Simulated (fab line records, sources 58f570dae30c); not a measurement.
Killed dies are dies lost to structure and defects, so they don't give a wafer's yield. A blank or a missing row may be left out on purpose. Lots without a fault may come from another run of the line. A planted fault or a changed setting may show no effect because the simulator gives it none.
Which tool did it? | flow berkeley_cmos170 | 15 lots, 45 wafers sampled, at 2 steps of a route of 331

WHAT THE GAUGES READ, wafer by wafer
UCB170_FIELD_THK_MEAS_91.
lot  | measured     | on            | FIELD_OXIDE_LEFT_2_THK (nm)
L542 | day 6 11:18  | film_metro-04 | 341 344 334
L539 | day 6 11:22  | film_metro-04 | 356 352 349
L541 | day 6 11:26  | film_metro-04 | 352 339 347
L540 | day 6 11:28  | film_metro-04 | 338 355 350
L544 | day 7 08:10  | film_metro-01 | 362 358 340
L546 | day 7 10:32  | film_metro-04 | 337 360 344
L548 | day 7 20:53  | film_metro-04 | 349 360 355
L549 | day 7 21:05  | film_metro-03 | 341 341 343
L552 | day 8 22:05  | film_metro-01 | 345 350 339
L553 | day 9 03:31  | film_metro-04 | 339 339 343
L554 | day 9 03:31  | film_metro-01 | 331 341 345
L561 | day 10 04:13 | film_metro-04 | 364 357 365
L558 | day 10 04:18 | film_metro-03 | 360 354 361
L559 | day 10 04:51 | film_metro-03 | 365 373 372
L562 | day 10 15:00 | film_metro-03 | 362 358 364

UCB170_PLDD_OVL_MEAS_07.
lot  | measured     | on         | PLDD_OVL (nm)
L542 | day 7 02:43  | overlay-02 | -9 -5 -13
L539 | day 7 02:58  | overlay-02 | 5 4 5
L541 | day 7 02:25  | overlay-02 | 0 1 6
L540 | day 7 03:13  | overlay-01 | 1 4 4
L544 | day 7 19:35  | overlay-01 | 6 8 3
L546 | day 8 01:46  | overlay-02 | -6 -10 -5
L548 | day 8 13:21  | overlay-02 | -6 -4 -8
L549 | day 8 13:37  | overlay-02 | 6 3 -1
L552 | day 9 08:32  | overlay-01 | -12 -11 0
L553 | day 9 15:49  | overlay-02 | 10 2 3
L554 | day 9 15:11  | overlay-02 | -6 1 1
L561 | day 10 20:27 | overlay-01 | 3 -2 2
L558 | day 10 19:19 | overlay-02 | 5 2 2
L559 | day 10 20:29 | overlay-02 | -7 -1 -9
L562 | day 11 06:07 | overlay-01 | 7 6 4

WHICH TOOL RAN EACH LOT (tool, then ch and the chambers of the sampled wafers, then the start)
The record holds no process step before these readings.

WHAT THE TOOLS THEMSELVES READ (means of the sampled wafers that have a number; where no wafer has one, the mark that the record gives instead)
The record holds no such reading with a usual standard deviation.

THE ANSWER, worked out from the rows above alone
Rule: what is usual is taken from the lots themselves. Put in order of their means at a reading, lots are off if they are a third of the lots or fewer, leave a main group of 4 or more, and stand apart from it by a gap of 3 or more times the standard deviation of the main group's means; of several such gaps the widest counts. A main group whose means are all the same, to the digits that the tables above print for the reading, isn't used. A lot without any number at a reading at which 4 lots or more have one is off too. The other lots that the step has rows for count as sound. The gauges are gone through in route order, then the tools' own readings, and for those a lot's mean is taken as printed above. The first step at which some lot is off is used, and at that step the reading that is off furthest; a lot without a number counts as furthest.
No lot is off at any reading shown: from this, nothing can be told.

WHAT THE SIMULATOR HAD PUT IN
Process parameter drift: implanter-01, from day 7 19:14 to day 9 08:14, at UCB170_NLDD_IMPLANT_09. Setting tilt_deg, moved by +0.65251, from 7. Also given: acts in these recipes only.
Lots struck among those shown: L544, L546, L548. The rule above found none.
